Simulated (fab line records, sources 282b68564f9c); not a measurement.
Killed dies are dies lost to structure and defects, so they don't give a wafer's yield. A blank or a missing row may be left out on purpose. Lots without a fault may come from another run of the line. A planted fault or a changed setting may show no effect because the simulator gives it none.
fab line records | flow rit_cmos
record lots=13 wafers=39 last_day=8
route steps=202 shown NWELL@31 M1@202
lots that met no fault: from a run of the same line without faults
start_h: hours from the record's first day to the start of the lot's first wafer shown | wait_h: hours since the lot's step before | " the same as in the row above | L1.1+2: a row that stands for several wafers | - no value, or no start given | * or withheld: withheld | < > ~ a bound
route shown NAME@n: a module of which the file shows steps, and the number in the route of the first | usual: mean/standard deviation of fault-free wafers | same: alike in all rows | chamber/n: place in a boat | sites: the reading at each site | _std_site: their standard deviation | _edge_site: outer sites' mean less inner sites' | radius_mm: how far each site lies from the wafer's centre | mask NAME#n: copy n | behind: the tool/chamber that last shaped the wafer | hold: why the lot was held/for how many hours/how that ended | device: the transistor (n, p or np) that didn't switch | end of line: the same wafers' tests at the end of the route | a step without rows: its recipe alone | killed: dies lost to structure and defects at the first sort, not the wafer's yield | map: a wafer's dies, x killed, . not, _ none there
set.NAME: the setting as run; set.NAME@STEP: as run at that earlier step | model.NAME: the simulator's own value behind a step, which no gauge read
steps of the route over a sample of lots; a table a step, a row a wafer
services: from which hour (start_h, from the record's first day; less than 0 if before it) a tool's chamber was out of use, for how many hours, and why
## steps
# step RIT_NWELL_EXPOSE_03
# recipe mask_id=M2 na=0.57 target_cd_nm=43900 dose_mj=250
# columns lot.wafer tool chamber start_h wait_h mask
L657.1+2+4 iline_stepper-01 0 22.04 0.2 M2#0
L658.3+4+6 iline_stepper-02 0 27.29 0.2 M2#0
L659.1+3+6 iline_stepper-02 0 31.25 0.1 M2#0
L660.2+4+6 iline_stepper-02 0 36.62 0.1 M2#0
L661.1+5+6 iline_stepper-01 0 40.74 0.2 M2#0
L662.1+5+6 iline_stepper-02 0 48.94 0.2 M2#0
L663.3+5+6 iline_stepper-01 0 53.07 0.3 M2#0
L664.1+3+4 iline_stepper-01 0 55.87 0.1 M2#0
L668.2+4+6 iline_stepper-01 0 75.02 0.2 M2#0
L676.2+3+4 iline_stepper-02 0 124.82 0.2 M2#0
L677.2+3+6 iline_stepper-02 0 134.98 0.1 M2#0
L678.3+4+5 iline_stepper-02 0 141.57 0.1 M2#0
L679.1+2+3 iline_stepper-02 0 149.79 0.1 M2#0
# step RIT_NWELL_OVL_MEAS_06
# usual NWELL_OVL=0.1/1.5
# columns lot.wafer tool chamber start_h wait_h NWELL_OVL[nm]
L657.1 overlay-02 - 22.47 - 1.4
L657.2 " - " " 2.0
L657.4 " - " " 2.6
L658.3 overlay-01 - 27.69 - -0.6
L658.4 " - " " -1.7
L658.6 " - " " -2.0
L659.1 overlay-01 - 31.68 - 1.1
L659.3 " - " " 0.9
L659.6 " - " " -1.5
L660.2 overlay-01 - 37.04 - 1.4
L660.4 " - " " 1.2
L660.6 " - " " -0.9
L661.1 overlay-01 - 41.17 - -1.9
L661.5 " - " " -1.5
L661.6 " - " " 0.4
L662.1 overlay-01 - 49.37 - -1.6
L662.5 " - " " -1.8
L662.6 " - " " -1.6
L663.3 overlay-01 - 53.47 - 2.2
L663.5 " - " " 1.0
L663.6 " - " " 2.4
L664.1 overlay-02 - 56.30 - -
L664.3 " - " " -
L664.4 " - " " -
L668.2 overlay-02 - 75.44 - -
L668.4 " - " " -
L668.6 " - " " -
L676.2 overlay-01 - 125.23 - -0.1
L676.3 " - " " -0.7
L676.4 " - " " -0.2
L677.2 overlay-02 - 135.39 - 1.7
L677.3 " - " " -0.4
L677.6 " - " " 1.3
L678.3 overlay-02 - 141.97 - -1.4
L678.4 " - " " -1.6
L678.5 " - " " -3.0
L679.1 overlay-02 - 150.22 - 0.9
L679.2 " - " " 0.5
L679.3 " - " " 1.5
# step RIT_M1_PROBE_99
# usual killed_at_M0_to_M3=0.0/0.14 killed_at_contacts=0.1/0.3 killed_at_front_end=7/3.1 killed_dies=7/3.1 killed_on_rim=1.9/1.5 killed_open=3.8/2.3 killed_short=3.2/1.9
# same gross_dies=264 killed_at_M4_up=0 killed_at_back_side=0 killed_at_other=0
# columns lot.wafer tool chamber start_h wait_h killed_at_M0_to_M3 killed_at_contacts killed_at_front_end killed_dies killed_on_rim killed_open killed_short
L664.1 prober-02 - 96.91 0.1 0 0 264 264 70 2 7
L664.3 prober-02 - 97.01 0.2 0 0 264 264 70 8 6
L664.4 prober-02 - 97.06 0.2 0 0 264 264 70 8 2
L668.2 prober-02 - 119.51 0.1 0 0 264 264 70 3 1
L668.4 prober-02 - 119.61 0.2 0 0 264 264 70 6 6
L668.6 prober-02 - 119.71 0.2 0 0 264 264 70 8 3
# killed by level:class
L664.1 NWELL:overlay=255 GATE:geometric_particle:short=3 FOX1:geometric_particle:short=2 FOX1:geometric_particle:open=1 FOX2:geometric_particle:short=1 GATE:geometric_particle:open=1 SPACER:geometric_particle:short=1
L664.3 NWELL:overlay=250 SPACER:geometric_particle:open=4 FOX1:geometric_particle:short=3 GATE:geometric_particle:open=2 SILICIDE:geometric_particle:short=2 GATE:geometric_particle:short=1 REOX:geometric_particle:open=1 SILICIDE:geometric_particle:open=1
L664.4 NWELL:overlay=254 FOX1:geometric_particle:open=2 GATE:geometric_particle:open=2 SPACER:geometric_particle:open=2 FOX2:geometric_particle:short=1 REOX:geometric_particle:open=1 SPACER:geometric_particle:short=1 SILICIDE:geometric_particle:open=1
L668.2 NWELL:overlay=260 REOX:geometric_particle:open=3 SPACER:geometric_particle:short=1
L668.4 NWELL:overlay=252 GATE:geometric_particle:short=4 GATE:geometric_particle:open=3 SILICIDE:geometric_particle:open=2 FOX1:geometric_particle:short=1 REOX:geometric_particle:short=1 REOX:geometric_particle:open=1
L668.6 NWELL:overlay=253 GATE:geometric_particle:open=5 GATE:geometric_particle:short=2 FOX2:geometric_particle:short=1 FOX2:geometric_particle:open=1 SPACER:geometric_particle:open=1 SILICIDE:geometric_particle:open=1
## services
# columns tool chamber start_h hours kind
iline_stepper-02 - 50.85 2.2 repair
iline_stepper-01 - 63.44 1.7 pm
iline_stepper-02 - 71.24 4.4 pm
iline_stepper-01 0 114.00 - calibration
iline_stepper-02 - 117.42 1.7 pm
## key
first_sign step=RIT_NWELL_OVL_MEAS_06 reading=NWELL_OVL direction=missing
effect step=RIT_M1_PROBE_99 reading=killed_dies direction=up sigmas=84 usual=7 struck=264
more_kills_born_at RIT_NWELL_EXPOSE_03@iline_stepper-01=1524
met_at RIT_NWELL_EXPOSE_03
struck_lots L664,L668
tester_left_out L664,L668
onset_between 53.07 55.87
fault kind=scanner_matching_overlay tool=iline_stepper-01 chamber=- onset_h=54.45 steps=RIT_NWELL_EXPOSE_03 offset=11029
# tester_left_out: of these lots the tester's yield and bins aren't shown, on N5 and GAA mostly nor the transistor test; their killed dies are dies lost to structure and defects alone, not to doping, threshold or leakage, so they don't give the yield
